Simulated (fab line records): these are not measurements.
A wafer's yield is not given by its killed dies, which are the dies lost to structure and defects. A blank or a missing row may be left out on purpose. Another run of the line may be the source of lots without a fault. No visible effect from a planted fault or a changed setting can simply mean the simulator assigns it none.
fab line records	flow ritCmos
record lots=14	wafers=42	lastDay=7
route steps=202 shown CONTACT@168 M1@202
lots with no fault: from the same line, run without faults
startH: start of the lot's first displayed wafer, in hours after the record's first day	waitH: hours from the lot's prior step to this one	" unchanged from the row above	L1.1+2: one row covering several wafers at once	- no value, or no start was given	* or withheld: withheld	< > ~ a bound
route shown NAME@n: names a module that has steps shown in the file, with the first one's number in the route	usual: average and standard deviation across the fault-free wafers	same: alike in all rows	chamber/n: place in a boat	sites: readings site by site	_std_site: their standard deviation	_edge_site: inner sites' mean taken away from outer sites' mean	radiusMm: for every site, how far away it sits from the centre of the wafer	mask NAME#n: copy n	behind: the tool/chamber that last shaped the wafer	hold: why the lot was held/for how many hours/how that ended	device: transistor that didn't switch, given as n, p or np	end of line: tests run on the same wafers once the route is complete	step lacking rows: just its recipe	killed: dies lost to structure and defects at the first sort, not the wafer's yield	map: the dies of a wafer, with x for killed, . for not killed, _ for no die there
set.NAME: the run value of the setting; set.NAME@STEP: its run value at that earlier step	model.NAME: the simulator's own value behind a step, which no gauge read
the route's steps for a sample of lots (tables are steps, rows are wafers)
services: from which hour (startH, from the record's first day; less than 0 if before it) a tool's chamber was out of use, for how many hours, and why
## steps
# step RIT_CONTACT_CVD_00
# recipe material=SiO2	targetThkNm=400	precursor=TEOS	tempC=390	timeS=61	rfW=400
# usual heaterPowerW=346/52
lot.wafer	tool	chamber	startH	waitH	heaterPowerW
L333.3	pecvd-04	1	67.39	0.0	292
L333.5	"	2	"	"	394
L333.6	"	0	"	"	307
L334.2	pecvd-01	2	73.42	0.0	350
L334.4	"	0	"	"	423
L334.6	"	1	"	"	298
L336.1	pecvd-04	0	79.04	0.1	252
L336.2	"	2	"	"	364
L336.3	"	1	"	"	280
L337.1	pecvd-02	2	82.29	0.1	341
L337.3	"	1	"	"	403
L337.6	"	0	"	"	314
L338.3	pecvd-01	0	89.69	0.0	449
L338.4	"	0	"	"	434
L338.5	"	1	"	"	286
L339.2	pecvd-02	2	91.81	0.0	293
L339.4	"	0	"	"	283
L339.5	"	2	"	"	312
L342.1	pecvd-02	0	102.53	0.1	287
L342.4	"	1	"	"	394
L342.5	"	2	"	"	351
L343.1	pecvd-04	1	106.42	0.1	338
L343.2	"	0	"	"	286
L343.5	"	2	"	"	377
L345.2	pecvd-02	2	114.86	0.0	330
L345.4	"	0	"	"	308
L345.6	"	1	"	"	389
L348.2	pecvd-02	0	127.17	0.0	271
L348.3	"	1	"	"	394
L348.6	"	0	"	"	287
L351.3	pecvd-02	2	142.30	0.0	378
L351.4	"	1	"	"	369
L351.6	"	2	"	"	382
L353.1	pecvd-01	0	154.06	0.1	446
L353.2	"	2	"	"	419
L353.5	"	0	"	"	449
L355.4	pecvd-04	0	166.12	0.0	304
L355.5	"	2	"	"	399
L355.6	"	1	"	"	300
L356.1	pecvd-01	2	169.83	0.1	430
L356.5	"	0	"	"	354
L356.6	"	2	"	"	334
# step RIT_CONTACT_THK_MEAS_01
# recipe reads=SiO2_of_CONTACT_CVD_00
# usual CONTACT_TEOS_THK=400/4.3
lot.wafer	tool	chamber	startH	waitH	CONTACT_TEOS_THK[nm]
L333.3	filmMetro-01	-	67.46	0.0	399
L333.5	"	-	"	"	407
L333.6	"	-	"	"	403
L334.2	filmMetro-03	-	73.49	0.0	392
L334.4	"	-	"	"	400
L334.6	"	-	"	"	405
L336.1	filmMetro-03	-	79.09	0.0	400
L336.2	"	-	"	"	399
L336.3	"	-	"	"	402
L337.1	filmMetro-02	-	82.34	0.0	393
L337.3	"	-	"	"	392
L337.6	"	-	"	"	402
L338.3	filmMetro-02	-	89.76	0.0	395
L338.4	"	-	"	"	402
L338.5	"	-	"	"	401
L339.2	filmMetro-01	-	91.87	0.0	399
L339.4	"	-	"	"	410
L339.5	"	-	"	"	402
L342.1	filmMetro-03	-	102.58	0.0	395
L342.4	"	-	"	"	405
L342.5	"	-	"	"	400
L343.1	filmMetro-02	-	106.47	0.0	399
L343.2	"	-	"	"	396
L343.5	"	-	"	"	407
L345.2	filmMetro-03	-	114.92	0.0	398
L345.4	"	-	"	"	402
L345.6	"	-	"	"	399
L348.2	filmMetro-03	-	127.23	0.0	401
L348.3	"	-	"	"	373
L348.6	"	-	"	"	405
L351.3	filmMetro-03	-	142.37	0.0	394
L351.4	"	-	"	"	380
L351.6	"	-	"	"	402
L353.1	filmMetro-01	-	154.12	0.0	394
L353.2	"	-	"	"	395
L353.5	"	-	"	"	401
L355.4	filmMetro-01	-	166.17	0.0	394
L355.5	"	-	"	"	400
L355.6	"	-	"	"	403
L356.1	filmMetro-01	-	169.89	0.0	394
L356.5	"	-	"	"	400
L356.6	"	-	"	"	402
# step RIT_M1_PROBE_99
# usual killedAtContacts=0.1/0.38	killedAtFrontEnd=7/3.2	killedDies=7/3.2	killedOpen=3.6/2.1	killedShort=3.5/2
# same grossDies=264	killed_at_M0_to_M3=0	killed_at_M4_up=0	killedAtBackSide=0	killedAtOther=0
lot.wafer	tool	chamber	startH	waitH	killedAtContacts	killedAtFrontEnd	killedDies	killedOpen	killedShort
L339.2	prober-01	-	98.62	0.1	0	6	6	3	3
L339.4	prober-01	-	98.72	0.2	0	10	10	3	7
L339.5	prober-01	-	98.77	0.2	0	6	6	2	4
# killed by level:class
L339.2 GATE:geometricParticle:open=2 FOX1:geometricParticle:short=1 GATE:geometricParticle:short=1 REOX:geometricParticle:short=1 REOX:geometricParticle:open=1
L339.4 GATE:geometricParticle:short=7 FOX2:geometricParticle:open=2 FOX1:geometricParticle:open=1
L339.5 FOX1:geometricParticle:short=1 FOX2:geometricParticle:short=1 GATE:geometricParticle:short=1 GATE:geometricParticle:open=1 SPACER:geometricParticle:open=1 SPACER:geometricParticle:short=1
## services
tool	chamber	startH	hours	kind
pecvd-01	-	50.15	1.2	repair
pecvd-04	-	89.48	2.9	repair
pecvd-01	1	135.06	-	calibration
## key
firstSign step=RIT_CONTACT_THK_MEAS_01	reading=CONTACT_TEOS_THK	direction=down	sigmas=5.4	usual=400	struck=377
effect none on later readings
metAt RIT_CONTACT_CVD_00
struckLots L348,L351
struckWafers L348.3,L351.4
testerLeftOut L348,L351
onsetBetween 114.86 127.17
fault kind=siteProfileDrift	tool=pecvd-02	chamber=1	onsetH=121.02	steps=RIT_CONTACT_CVD_00	basis=fraction	maxAbsDrift=0.13497	slopeSharePerHr=67.487	sitePattern=0,0,0,0,0,-1,-1,-1,-1
# testerLeftOut: of these lots the tester's yield and bins aren't shown, on N5 and GAA mostly nor the transistor test; their killed dies are dies lost to structure and defects alone, not to doping, threshold or leakage, so they don't give the yield
